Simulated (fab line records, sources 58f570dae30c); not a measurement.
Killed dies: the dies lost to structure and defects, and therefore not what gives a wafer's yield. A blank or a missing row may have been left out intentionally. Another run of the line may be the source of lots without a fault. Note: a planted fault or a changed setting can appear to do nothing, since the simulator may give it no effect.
Which tool was responsible? -- flow berkeley_cmos170 -- 16 lots with 48 wafers sampled at 5 steps, on a route of 331 steps

WHAT THE GAUGES SHOWED, per wafer
UCB170_NWELL_THK_MEAS_05.
lot,measured,on,NWELL_NITRIDE_THK (nm)
L741,day 2 14:44,film_metro-02,228.0 228.8 228.1
L744,day 2 18:52,film_metro-02,225.3 225.1 223.8
L743,day 2 18:52,film_metro-01,223.1 224.4 222.7
L745,day 3 07:12,film_metro-01,224.3 222.3 223.7
L746,day 3 07:12,film_metro-02,226.5 225.9 225.2
L747,day 3 14:10,film_metro-01,226.0 224.4 225.7
L748,day 3 22:26,film_metro-02,228.4 228.4 227.6
L749,day 4 01:11,film_metro-02,226.8 226.4 226.4
L750,day 4 08:19,film_metro-02,223.6 223.6 225.5
L753,day 4 22:15,film_metro-04,223.2 223.2 221.5
L752,day 4 22:16,film_metro-01,219.9 220.7 220.3
L754,day 5 06:35,film_metro-01,224.7 224.5 227.5
L756,day 5 15:32,film_metro-02,222.9 222.9 222.9
L759,day 6 13:05,film_metro-02,222.8 225.9 222.8
L761,day 6 21:25,film_metro-04,223.2 221.5 222.7
L764,day 7 04:15,film_metro-01,223.2 223.3 224.0

UCB170_ACTIVE_OVL_MEAS_14.
lot,measured,on,ACTIVE_OVL (nm)
L741,day 5 02:21,overlay-01,5 5 16
L744,day 5 02:17,overlay-02,-5 -2 -3
L743,day 5 02:37,overlay-01,5 6 -2
L745,day 5 18:14,overlay-01,3 2 1
L746,day 5 18:00,overlay-02,-2 -8 -6
L747,day 6 08:28,overlay-02,9 5 1
L748,day 6 16:41,overlay-01,7 1 3
L749,day 6 17:09,overlay-02,-8 -2 -3
L750,day 7 00:26,overlay-01,6 -2 0
L753,day 7 13:12,overlay-02,-9 -4 -1
L752,day 7 12:49,overlay-02,5 3 0
L754,day 7 12:56,overlay-01,-5 0 0
L756,day 8 08:31,overlay-01,5 0 4
L759,day 9 06:13,overlay-02,2 1 3
L761,day 9 14:14,overlay-01,-4 -12 -6
L764,day 9 15:00,overlay-01,0 -1 3

UCB170_PLDD_CD_MEAS_06: the cd target is 1200 nm.
lot,measured,on,cd_nm (nm)
L741,day 7 21:42,cd_sem-01,1200.6 1201.3 1199.8
L744,day 7 21:47,cd_sem-02,1200.3 1202.0 1200.6
L743,day 7 21:32,cd_sem-01,1200.8 1200.4 1200.7
L745,day 8 15:25,cd_sem-01,1199.1 1198.3 1198.8
L746,day 8 15:35,cd_sem-01,1198.8 1199.2 1197.8
L747,day 9 01:46,cd_sem-02,1199.5 1200.0 1201.0
L748,day 9 09:39,cd_sem-01,1200.1 1199.1 1198.1
L749,day 9 08:47,cd_sem-02,1198.9 1200.5 1200.0
L750,day 9 19:39,cd_sem-01,1201.3 1200.1 1201.6
L753,day 10 07:10,cd_sem-02,1206.9 1206.2 1205.3
L752,day 10 07:26,cd_sem-02,1206.0 1206.7 1208.3
L754,day 10 07:02,cd_sem-02,1207.2 1206.3 1206.1
L756,day 11 02:04,cd_sem-01,1199.3 1199.7 1199.4
L759,day 11 18:01,cd_sem-02,1204.5 1204.0 1204.5
L761,day 12 06:08,cd_sem-02,1198.6 1198.4 1198.6
L764,day 12 06:22,cd_sem-02,1200.5 1200.0 1200.2

UCB170_V2_CD_MEAS_12: the cd target is 700 nm.
lot,measured,on,cd_nm (nm)
L741,day 9 09:05,cd_sem-02,699.4 699.8 698.4
L744,day 9 08:28,cd_sem-02,700.9 701.0 699.7
L743,day 9 05:44,cd_sem-01,699.8 699.1 701.0
L745,day 10 03:49,cd_sem-01,700.1 700.5 700.7
L746,day 10 06:35,cd_sem-02,699.9 699.1 699.8
L747,day 10 09:47,cd_sem-02,701.5 700.9 702.2
L748,day 10 20:56,cd_sem-02,700.3 700.5 701.3
L749,day 10 21:08,cd_sem-02,697.5 697.3 696.4
L750,day 11 07:14,cd_sem-02,698.4 697.8 697.6
L753,day 11 18:05,cd_sem-01,701.0 699.3 700.8
L752,day 11 20:18,cd_sem-02,699.1 698.2 696.6
L754,day 11 20:34,cd_sem-01,699.5 696.9 698.6
L756,day 12 12:39,cd_sem-01,701.6 701.4 701.0
L759,day 13 01:25,cd_sem-02,697.9 700.1 698.5
L761,day 13 22:04,cd_sem-02,696.7 699.4 699.8
L764,day 13 21:34,cd_sem-02,699.8 700.7 699.0

TOOL THAT RAN EACH LOT (tool first, then ch and the chambers of the sampled wafers, then the start)
lot,UCB170_PLDD_EXPOSE_03
L741,"krf_scanner-01 ch 0, day 7 21:06"
L744,"krf_scanner-02 ch 0, day 7 21:24"
L743,"krf_scanner-02 ch 0, day 7 20:51"
L745,"krf_scanner-02 ch 0, day 8 14:52"
L746,"krf_scanner-02 ch 0, day 8 15:12"
L747,"krf_scanner-02 ch 0, day 9 01:13"
L748,"krf_scanner-01 ch 0, day 9 08:44"
L749,"krf_scanner-01 ch 0, day 9 08:23"
L750,"krf_scanner-02 ch 0, day 9 19:16"
L753,"krf_scanner-01 ch 0, day 10 06:26"
L752,"krf_scanner-01 ch 0, day 10 06:47"
L754,"krf_scanner-01 ch 0, day 10 06:19"
L756,"krf_scanner-02 ch 0, day 11 01:34"
L759,"krf_scanner-01 ch 0, day 11 17:35"
L761,"krf_scanner-02 ch 0, day 12 05:15"
L764,"krf_scanner-02 ch 0, day 12 05:45"
- UCB170_PLDD_EXPOSE_03: exposes mask PSELECT, target cd 1200 nm.

AS READ BY THE TOOLS THEMSELVES (means over the sampled wafers that have a number; for cases with no such wafer, the mark the record gives instead)
UCB170_PLDD_EXPOSE_03.
lot,tool,exposure_dose_mJ_cm2
L741,krf_scanner-01,30.000
L744,krf_scanner-02,29.978
L743,krf_scanner-02,30.012
L745,krf_scanner-02,29.953
L746,krf_scanner-02,29.998
L747,krf_scanner-02,29.967
L748,krf_scanner-01,29.983
L749,krf_scanner-01,29.978
L750,krf_scanner-02,30.008
L753,krf_scanner-01,31.281
L752,krf_scanner-01,31.270
L754,krf_scanner-01,31.301
L756,krf_scanner-02,29.956
L759,krf_scanner-01,30.623
L761,krf_scanner-02,29.999
L764,krf_scanner-02,29.957

THE ANSWER, worked out from the rows above alone
Rule: the usual values come from the lots themselves. The widest of any qualifying gaps counts: lots, ordered by their means at a reading, are off when they make up no more than a third of the lots, leave a main group of 4 or more, and stand apart from it by 3 or more times the standard deviation of that group's means. A main group whose means are all the same, to the digits that the tables above print for the reading, isn't used. Also off: a lot with no number at a reading for which 4 or more lots have one. All remaining lots with rows at the step are treated as sound. After the gauges, taken in route order, come the tools' own readings; for these a lot's mean is taken, as printed above. At the first step where some lot is off, the reading lying furthest off is the one used; lots without a number count as furthest.
Off at UCB170_PLDD_CD_MEAS_06 (cd_nm): L753, L752, L754, L759. The main group: mean 1199.8 nm, standard deviation 0.87.
A tool fits if, at a process step before that reading, it ran every lot that is off, and no sound lot after the first of them. Not tried: the gauges at UCB170_PLDD_CD_MEAS_06; whatever is off there is also off at UCB170_PLDD_EXPOSE_03, on other tools, and gauge error can't account for it. One fits: krf_scanner-01 at UCB170_PLDD_EXPOSE_03. Its last sound lot is L748 (day 9 08:44), its first lot that is off L754 (day 10 06:19): a fault that began between those two fits.
On the lots that are off, the tool's own readings at UCB170_PLDD_EXPOSE_03 differ by more than 5 times the standard deviation of the sound lots' means, which bears it out; exposure_dose_mJ_cm2 reads 31.119 there versus 29.982 on the sound lots.

WHAT THE SIMULATOR HAD PUT IN
Drift in process parameters on krf_scanner-01 at UCB170_PLDD_EXPOSE_03, starting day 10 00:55. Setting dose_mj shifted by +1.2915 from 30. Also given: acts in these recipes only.
Struck lots among those shown: L753, L752, L754, L759. The rule above found the same.
